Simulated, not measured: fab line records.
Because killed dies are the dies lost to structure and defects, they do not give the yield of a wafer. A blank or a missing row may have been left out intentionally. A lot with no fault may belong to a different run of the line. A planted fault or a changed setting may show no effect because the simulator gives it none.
Split-lot trial || flow berkeleyCmos170 || on a route of 331 steps: 5 lots, 23 wafers read

SPLIT DETAILS
At UCB170_SACOX_OXIDATION_01 (target thk 14.4 nm, ox time 2400 s), the setting tempC was moved away from the recipe's 900 C on 15 of the 23 wafers read, by -3.0% to +2.7%. For the rest of the wafers, this setting stayed at what the recipe calls for.

No step appears in the file between the split and the reading.

THE READING
SACOX_OXIDE_THK, in nm, at UCB170_SACOX_THK_MEAS_02. On this fab line, fault-free wafers typically give 14.50 nm with a standard deviation of 0.2 nm.

{"wafer": "L077.1", "tool, chamber at the split": "-, -", "tempC as run, C": 873.1, "against the recipe": "-3.0%", "SACOX_OXIDE_THK, nm": 10.84, "against lot-mates on the recipe": "no lot-mate on the recipe"}
{"wafer": "L077.2", "tool, chamber at the split": "-, -", "tempC as run, C": 873.1, "against the recipe": "-3.0%", "SACOX_OXIDE_THK, nm": 10.68, "against lot-mates on the recipe": "no lot-mate on the recipe"}
{"wafer": "L077.3", "tool, chamber at the split": "-, -", "tempC as run, C": 873.1, "against the recipe": "-3.0%", "SACOX_OXIDE_THK, nm": 10.52, "against lot-mates on the recipe": "no lot-mate on the recipe"}
{"wafer": "L077.4", "tool, chamber at the split": "-, -", "tempC as run, C": 873.1, "against the recipe": "-3.0%", "SACOX_OXIDE_THK, nm": 10.49, "against lot-mates on the recipe": "no lot-mate on the recipe"}
{"wafer": "L077.6", "tool, chamber at the split": "-, -", "tempC as run, C": 873.1, "against the recipe": "-3.0%", "SACOX_OXIDE_THK, nm": 10.77, "against lot-mates on the recipe": "no lot-mate on the recipe"}
{"wafer": "L080.1", "tool, chamber at the split": "furnace-03, 0", "tempC as run, C": 900, "against the recipe": "recipe", "SACOX_OXIDE_THK, nm": 14.70, "against lot-mates on the recipe": "-"}
{"wafer": "L080.2", "tool, chamber at the split": "furnace-03, 0", "tempC as run, C": 900, "against the recipe": "recipe", "SACOX_OXIDE_THK, nm": 14.46, "against lot-mates on the recipe": "-"}
{"wafer": "L080.6", "tool, chamber at the split": "furnace-03, 0", "tempC as run, C": 900, "against the recipe": "recipe", "SACOX_OXIDE_THK, nm": 14.91, "against lot-mates on the recipe": "-"}
{"wafer": "L082.1", "tool, chamber at the split": "-, -", "tempC as run, C": 924.5, "against the recipe": "+2.7%", "SACOX_OXIDE_THK, nm": 18.42, "against lot-mates on the recipe": "no lot-mate on the recipe"}
{"wafer": "L082.3", "tool, chamber at the split": "-, -", "tempC as run, C": 924.5, "against the recipe": "+2.7%", "SACOX_OXIDE_THK, nm": 18.41, "against lot-mates on the recipe": "no lot-mate on the recipe"}
{"wafer": "L082.4", "tool, chamber at the split": "-, -", "tempC as run, C": 924.5, "against the recipe": "+2.7%", "SACOX_OXIDE_THK, nm": 18.54, "against lot-mates on the recipe": "no lot-mate on the recipe"}
{"wafer": "L082.5", "tool, chamber at the split": "-, -", "tempC as run, C": 924.5, "against the recipe": "+2.7%", "SACOX_OXIDE_THK, nm": 18.34, "against lot-mates on the recipe": "no lot-mate on the recipe"}
{"wafer": "L082.6", "tool, chamber at the split": "-, -", "tempC as run, C": 924.5, "against the recipe": "+2.7%", "SACOX_OXIDE_THK, nm": 18.33, "against lot-mates on the recipe": "no lot-mate on the recipe"}
{"wafer": "L084.1", "tool, chamber at the split": "-, -", "tempC as run, C": 900, "against the recipe": "recipe", "SACOX_OXIDE_THK, nm": 14.70, "against lot-mates on the recipe": "-"}
{"wafer": "L084.2", "tool, chamber at the split": "-, -", "tempC as run, C": 900, "against the recipe": "recipe", "SACOX_OXIDE_THK, nm": 14.54, "against lot-mates on the recipe": "-"}
{"wafer": "L084.4", "tool, chamber at the split": "-, -", "tempC as run, C": 900, "against the recipe": "recipe", "SACOX_OXIDE_THK, nm": 14.55, "against lot-mates on the recipe": "-"}
{"wafer": "L084.5", "tool, chamber at the split": "-, -", "tempC as run, C": 900, "against the recipe": "recipe", "SACOX_OXIDE_THK, nm": 14.68, "against lot-mates on the recipe": "-"}
{"wafer": "L084.6", "tool, chamber at the split": "-, -", "tempC as run, C": 900, "against the recipe": "recipe", "SACOX_OXIDE_THK, nm": 14.56, "against lot-mates on the recipe": "-"}
{"wafer": "L085.1", "tool, chamber at the split": "-, -", "tempC as run, C": 877.7, "against the recipe": "-2.5%", "SACOX_OXIDE_THK, nm": 11.35, "against lot-mates on the recipe": "no lot-mate on the recipe"}
{"wafer": "L085.2", "tool, chamber at the split": "-, -", "tempC as run, C": 877.7, "against the recipe": "-2.5%", "SACOX_OXIDE_THK, nm": 11.57, "against lot-mates on the recipe": "no lot-mate on the recipe"}
{"wafer": "L085.3", "tool, chamber at the split": "-, -", "tempC as run, C": 877.7, "against the recipe": "-2.5%", "SACOX_OXIDE_THK, nm": 11.38, "against lot-mates on the recipe": "no lot-mate on the recipe"}
{"wafer": "L085.4", "tool, chamber at the split": "-, -", "tempC as run, C": 877.7, "against the recipe": "-2.5%", "SACOX_OXIDE_THK, nm": 11.50, "against lot-mates on the recipe": "no lot-mate on the recipe"}
{"wafer": "L085.6", "tool, chamber at the split": "-, -", "tempC as run, C": 877.7, "against the recipe": "-2.5%", "SACOX_OXIDE_THK, nm": 11.30, "against lot-mates on the recipe": "no lot-mate on the recipe"}

FIT RESULTS
A straight line over all 23 wafers: SACOX_OXIDE_THK changes by +1.35 nm for each +1% of tempC; r = +1.00; the points scatter about the line by 0.13 nm.
Too few moved wafers with a lot-mate on the recipe to fit a line net of each lot's own level.

THE WHOLE CHAIN: every reading that the file lists as answering this split, in the file's order
{"step": "UCB170_SACOX_OXIDATION_01", "what it does": "target thk 14.4 nm, ox time 2400 s", "reading": "SiO2_of_SACOX_OXIDATION_01.thkNm (the simulator's own value, which no gauge read)", "change (the file's fit)": "+1.34 nm for each +1% of the setting", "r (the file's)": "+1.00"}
{"step": "UCB170_SACOX_THK_MEAS_02", "what it does": "", "reading": "SACOX_OXIDE_THK", "change (the file's fit)": "+1.35 for each +1% of the setting", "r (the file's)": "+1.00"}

THE FILE'S OWN FIT
SACOX_OXIDE_THK changes by +1.35 nm for each +1% of tempC, r = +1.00.
